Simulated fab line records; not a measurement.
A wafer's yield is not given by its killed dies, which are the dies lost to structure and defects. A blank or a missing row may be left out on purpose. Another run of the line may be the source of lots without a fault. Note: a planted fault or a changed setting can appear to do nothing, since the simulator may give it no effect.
Which of the tools did it?    flow berkeley_cmos170    7 lots with 21 wafers sampled at 2 steps, on a route of 331 steps

## WHAT THE GAUGES READ, wafer by wafer
UCB170_PLDD_TW_MEAS_11.
lot   measured      on             PLDD_TW
L557  day 7 23:03   film_metro-03  1010 1017 1019
L560  day 8 04:17   film_metro-02  1010 1009 1015
L563  day 8 16:23   film_metro-03  1008 1003 1005
L569  day 10 05:35  film_metro-02  1007 1007 1005
L573  day 11 04:25  film_metro-04  1016 1013 1016
L577  day 12 02:00  film_metro-04  1011 1017 1016
L579  day 12 15:18  film_metro-02  1012 1009 1011

## WHICH TOOL RAN EACH LOT (tool, then ch and the chambers of the sampled wafers, then the start)
lot   UCB170_PLDD_IMPLANT_09
L557  implanter-04 ch 0, day 7 22:49
L560  implanter-04 ch 0, day 8 04:03
L563  implanter-03 ch 0, day 8 16:08
L569  implanter-03 ch 0, day 10 05:20
L573  implanter-03 ch 0, day 11 04:10
L577  implanter-03 ch 0, day 12 01:34
L579  implanter-03 ch 0, day 12 15:03
- UCB170_PLDD_IMPLANT_09

## THE ANSWER, worked out from the rows above alone
Rule: usual is defined by the lots themselves. The widest of any qualifying gaps counts: lots, ordered by their means at a reading, are off when they make up no more than a third of the lots, leave a main group of 4 or more, and stand apart from it by 3 or more times the standard deviation of that group's means. Not used: any main group whose means are identical at the precision the tables above print for the reading. A lot without any number at a reading at which 4 lots or more have one is off too. The other lots that the step has rows for count as sound.
Across all readings shown, no lot is off: no conclusion can be drawn from this.

## WHAT WAS PUT IN BY THE SIMULATOR
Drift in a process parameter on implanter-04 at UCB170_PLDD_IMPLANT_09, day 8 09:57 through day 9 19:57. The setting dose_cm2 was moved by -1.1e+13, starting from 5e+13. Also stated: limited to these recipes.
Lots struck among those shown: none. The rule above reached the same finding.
